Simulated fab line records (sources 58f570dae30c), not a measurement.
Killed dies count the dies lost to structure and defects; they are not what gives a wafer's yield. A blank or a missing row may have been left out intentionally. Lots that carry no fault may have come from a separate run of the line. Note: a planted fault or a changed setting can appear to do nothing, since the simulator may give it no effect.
Split-lot trial / flow berkeleyCmos170 / route with 331 steps; 5 lots, 23 wafers read

## THE SPLIT ITSELF
At UCB170_M1_PEB_07, the setting pebTempC was moved away from the recipe's 130 C on 6 of the 23 wafers read, by -1.8% to +1.8%. The other wafers ran this setting at the recipe's value.

## FROM THE SPLIT TO THE READING: what the file shows between them, 5 steps
- UCB170_M1_DEVELOP_08: develop time 45 s
- UCB170_M1_CD_MEAS_09: target cd 700 nm
- UCB170_M1_ETCH_11: etches BARC in N2/H2
- UCB170_M1_METAL_ETCH_12: etches Al in Cl2/BCl3, stops on PSG, target depth 780 nm, time 130 s (also split here: timeS)
- UCB170_M1_STRIP_13: strips in O2

## THE READING
cdNm at UCB170_M1_CD_MEAS_90, given in nm (cd target 700 nm). On this fab line, fault-free wafers typically give 701 nm with a standard deviation of 3.2 nm.

wafer=L076.3; tool, chamber at the split=lithoTrack-04, 0; pebTempC as run, C=130; against the recipe=recipe; cdNm, nm=694; against lot-mates on the recipe=-
wafer=L076.5; tool, chamber at the split=lithoTrack-04, 0; pebTempC as run, C=130; against the recipe=recipe; cdNm, nm=701; against lot-mates on the recipe=-
wafer=L076.6; tool, chamber at the split=lithoTrack-04, 0; pebTempC as run, C=130; against the recipe=recipe; cdNm, nm=697; against lot-mates on the recipe=-
wafer=L077.1; tool, chamber at the split=lithoTrack-04, 0; pebTempC as run, C=130; against the recipe=recipe; cdNm, nm=702; against lot-mates on the recipe=-
wafer=L077.2; tool, chamber at the split=lithoTrack-04, 0; pebTempC as run, C=130; against the recipe=recipe; cdNm, nm=705; against lot-mates on the recipe=-
wafer=L077.3; tool, chamber at the split=lithoTrack-04, 0; pebTempC as run, C=127.7; against the recipe=-1.8%; cdNm, nm=717; against lot-mates on the recipe=+14
wafer=L077.5; tool, chamber at the split=lithoTrack-04, 0; pebTempC as run, C=127.7; against the recipe=-1.8%; cdNm, nm=718; against lot-mates on the recipe=+14
wafer=L077.6; tool, chamber at the split=lithoTrack-04, 0; pebTempC as run, C=127.7; against the recipe=-1.8%; cdNm, nm=716; against lot-mates on the recipe=+12
wafer=L078.1; tool, chamber at the split=lithoTrack-03, 0; pebTempC as run, C=130; against the recipe=recipe; cdNm, nm=704; against lot-mates on the recipe=-
wafer=L078.3; tool, chamber at the split=lithoTrack-03, 0; pebTempC as run, C=130; against the recipe=recipe; cdNm, nm=703; against lot-mates on the recipe=-
wafer=L078.4; tool, chamber at the split=lithoTrack-03, 0; pebTempC as run, C=130; against the recipe=recipe; cdNm, nm=705; against lot-mates on the recipe=-
wafer=L078.5; tool, chamber at the split=lithoTrack-03, 0; pebTempC as run, C=130; against the recipe=recipe; cdNm, nm=701; against lot-mates on the recipe=-
wafer=L078.6; tool, chamber at the split=lithoTrack-03, 0; pebTempC as run, C=130; against the recipe=recipe; cdNm, nm=706; against lot-mates on the recipe=-
wafer=L080.1; tool, chamber at the split=lithoTrack-01, 0; pebTempC as run, C=132.4; against the recipe=+1.8%; cdNm, nm=684; against lot-mates on the recipe=-18
wafer=L080.2; tool, chamber at the split=lithoTrack-01, 0; pebTempC as run, C=130; against the recipe=recipe; cdNm, nm=705; against lot-mates on the recipe=-
wafer=L080.3; tool, chamber at the split=lithoTrack-01, 0; pebTempC as run, C=132.4; against the recipe=+1.8%; cdNm, nm=687; against lot-mates on the recipe=-14
wafer=L080.4; tool, chamber at the split=lithoTrack-01, 0; pebTempC as run, C=130; against the recipe=recipe; cdNm, nm=698; against lot-mates on the recipe=-
wafer=L080.5; tool, chamber at the split=lithoTrack-01, 0; pebTempC as run, C=132.4; against the recipe=+1.8%; cdNm, nm=685; against lot-mates on the recipe=-16
wafer=L083.2; tool, chamber at the split=lithoTrack-01, 0; pebTempC as run, C=130; against the recipe=recipe; cdNm, nm=706; against lot-mates on the recipe=-
wafer=L083.3; tool, chamber at the split=lithoTrack-01, 0; pebTempC as run, C=130; against the recipe=recipe; cdNm, nm=704; against lot-mates on the recipe=-
wafer=L083.4; tool, chamber at the split=lithoTrack-01, 0; pebTempC as run, C=130; against the recipe=recipe; cdNm, nm=699; against lot-mates on the recipe=-
wafer=L083.5; tool, chamber at the split=lithoTrack-01, 0; pebTempC as run, C=130; against the recipe=recipe; cdNm, nm=702; against lot-mates on the recipe=-
wafer=L083.6; tool, chamber at the split=lithoTrack-01, 0; pebTempC as run, C=130; against the recipe=recipe; cdNm, nm=706; against lot-mates on the recipe=-

FIT RESULTS
A straight line over all 23 wafers: cdNm changes by -8.77 nm for each +1% of pebTempC; r = -0.94; the points scatter about the line by 3.1 nm.
The same after taking each lot's own level away (the mean of its wafers on the recipe; 23 wafers): -8.21 nm for each +1%; r = -0.96; scatter 2.3 nm.
Per that fit: largest pebTempC move, reading shift of 15 nm.
The span of the lots' own levels, 697.3 to 703.8 nm, comes to 2.0 times the standard deviation stated above.
So the lot-to-lot level changes the slope little: the two slopes agree.
Check: with one of the wafers moved furthest among these (+1.8%) left out of the fit, the line predicts -14.9 nm for it against its lot-mates. Against them it came out at -17.5 nm.

## THE OTHER SPLITS THESE WAFERS WENT THROUGH
Other splits were also applied to these wafers ahead of the reading. Each is held against what the fit with the lots' levels taken away leaves over:
other split on the same wafers=UCB170_M1_METAL_ETCH_12 timeS; wafers away from the commonest value=8; r with cdNm (lot level and that fit taken away)=-0.14

## THE WHOLE CHAIN: every reading that the file lists as answering this split, in the file's order
step=UCB170_M1_CD_MEAS_09; what it does=target cd 700 nm; reading=cdNm; change (the file's fit)=-7.87 nm for each +1% of the setting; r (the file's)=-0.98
step=UCB170_M1_ETCH_11; what it does=etches BARC in N2/H2; reading=M1.cdNm (the simulator's own value, which no gauge read); change (the file's fit)=-7.75 nm for each +1% of the setting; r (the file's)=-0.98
step=UCB170_M1_METAL_ETCH_12; what it does=etches Al in Cl2/BCl3, stops on PSG, target depth 780 nm, time 130 s; reading=M1.cdNm (the simulator's own value, which no gauge read); change (the file's fit)=-8.02 nm for each +1% of the setting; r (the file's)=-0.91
step=UCB170_M1_CD_MEAS_90; what it does=target cd 700 nm; reading=cdNm; change (the file's fit)=-8.1 nm for each +1% of the setting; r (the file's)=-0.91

## FILE'S OWN FIT
cdNm changes by -8.1 nm for each +1% of pebTempC, r = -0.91.
